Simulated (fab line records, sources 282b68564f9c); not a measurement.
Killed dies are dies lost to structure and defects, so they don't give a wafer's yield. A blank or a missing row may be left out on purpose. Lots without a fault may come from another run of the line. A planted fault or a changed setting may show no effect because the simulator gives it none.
Which tool did it? | flow rit_cmos | 14 lots, 42 wafers sampled, at 1 step of a route of 202

WHAT THE GAUGES READ, wafer by wafer
The record holds no reading of a measuring or inspecting step that can be judged against a usual standard deviation.

WHICH TOOL RAN EACH LOT (tool, then ch and the chambers of the sampled wafers, then the start)
lot  | RIT_GATE_ETCH_19
L132 | rie_si-01 ch 0,2,3, day 2 18:39
L133 | rie_si-02 ch 0,1,2, day 2 23:54
L134 | rie_si-01 ch 0,1,3, day 3 08:15
L138 | rie_si-01 ch 1,2,3, day 3 23:43
L139 | rie_si-01 ch 1,3, day 4 01:27
L140 | rie_si-02 ch 1,2,3, day 4 06:35
L143 | rie_si-01 ch 0,1,3, day 4 20:17
L144 | rie_si-02 ch 0,2,3, day 5 02:08
L145 | rie_si-01 ch 0,2, day 5 07:49
L147 | rie_si-01 ch 0,1, day 5 17:07
L148 | rie_si-02 ch 0,2,3, day 5 21:05
L149 | rie_si-01 ch 1,2,3, day 6 03:18
L150 | rie_si-02 ch 0,2,3, day 6 07:38
L155 | rie_si-02 ch 2,3, day 7 07:29
- RIT_GATE_ETCH_19: etches poly-Si in SF6/CHF3/O2, stops on SiO2, time 165 s, target depth 312.5 nm.

WHAT THE TOOLS THEMSELVES READ (means of the sampled wafers that have a number; where no wafer has one, the mark that the record gives instead)
RIT_GATE_ETCH_19. Usual: CHF3_flow_sccm 30.00 sccm, standard deviation 0.083; SF6_flow_sccm 29.99 sccm, standard deviation 0.085; drypump_motor_current_A 5.8 A, standard deviation 0.36; oes_product_au 0.854 a.u., standard deviation 0.017; throttle_valve_pct 10.17 %, standard deviation 0.14.
lot  | tool      | CHF3_flow_sccm (sccm) | SF6_flow_sccm (sccm) | drypump_motor_current_A (A) | oes_product_au (a.u.) | throttle_valve_pct (%) | flag
L132 | rie_si-01 | 30.01                 | 29.97                | 5.7                         | 0.846                 | 10.04                  |
L133 | rie_si-02 | 30.00                 | 29.89                | 5.6                         | 0.864                 | 10.28                  |
L134 | rie_si-01 | 29.97                 | 29.95                | 5.8                         | 0.852                 | 10.06                  |
L138 | rie_si-01 | 29.99                 | 29.93                | 5.6                         | 0.839                 | 10.08                  |
L139 | rie_si-01 | 30.05                 | 30.01                | 5.7                         | 0.852                 | 10.04                  |
L140 | rie_si-02 | 29.98                 | 30.05                | 5.9                         | 0.859                 | 10.25                  |
L143 | rie_si-01 | 30.01                 | 30.03                | 5.8                         | 0.859                 | 10.06                  |
L144 | rie_si-02 | 30.00                 | 29.97                | 5.8                         | 0.869                 | 10.33                  |
L145 | rie_si-01 | 29.94                 | 29.97                | 5.8                         | 0.846                 | 10.06                  |
L147 | rie_si-01 | 29.92                 | 30.12                | 6.0                         | 0.723                 | 10.13                  | OFF
L148 | rie_si-02 | 29.92                 | 30.05                | 5.8                         | 0.861                 | 10.32                  |
L149 | rie_si-01 | 29.95                 | 29.92                | 5.7                         | 0.779                 | 10.06                  | OFF
L150 | rie_si-02 | 30.02                 | 30.03                | 5.8                         | 0.857                 | 10.33                  |
L155 | rie_si-02 | 29.93                 | 29.97                | 6.2                         | 0.865                 | 10.31                  |

THE ANSWER, worked out from the rows above alone
Rule: a lot is off if the mean of its wafers that have a number lies more than 3 standard deviations from the usual mean. A lot without any number at a reading at which 4 lots or more have one is off too. The other lots that the step has rows for count as sound. The gauges are gone through in route order, then the tools' own readings, and for those a lot's mean is taken as printed above. The first step at which some lot is off is used, and at that step the reading that is off furthest; a lot without a number counts as furthest.
Off: L147, L149, at RIT_GATE_ETCH_19 (oes_product_au).
A tool fits if, at that step or a process step before it, it ran every lot that is off, and no sound lot after the first of them. One fits: rie_si-01 at RIT_GATE_ETCH_19. Its last sound lot is L145 (day 5 07:49), its first lot that is off L147 (day 5 17:07): a fault that began between those two fits.
The tool's own readings at RIT_GATE_ETCH_19 bear it out: on the lots that are off they differ by more than 5 times the standard deviation of the sound lots' means. oes_product_au reads 0.751 a.u. there against 0.856 a.u. on the sound lots.

WHAT THE SIMULATOR HAD PUT IN
Process parameter drift: rie_si-01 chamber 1, from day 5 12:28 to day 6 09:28, at RIT_GATE_ETCH_19. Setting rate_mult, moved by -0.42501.
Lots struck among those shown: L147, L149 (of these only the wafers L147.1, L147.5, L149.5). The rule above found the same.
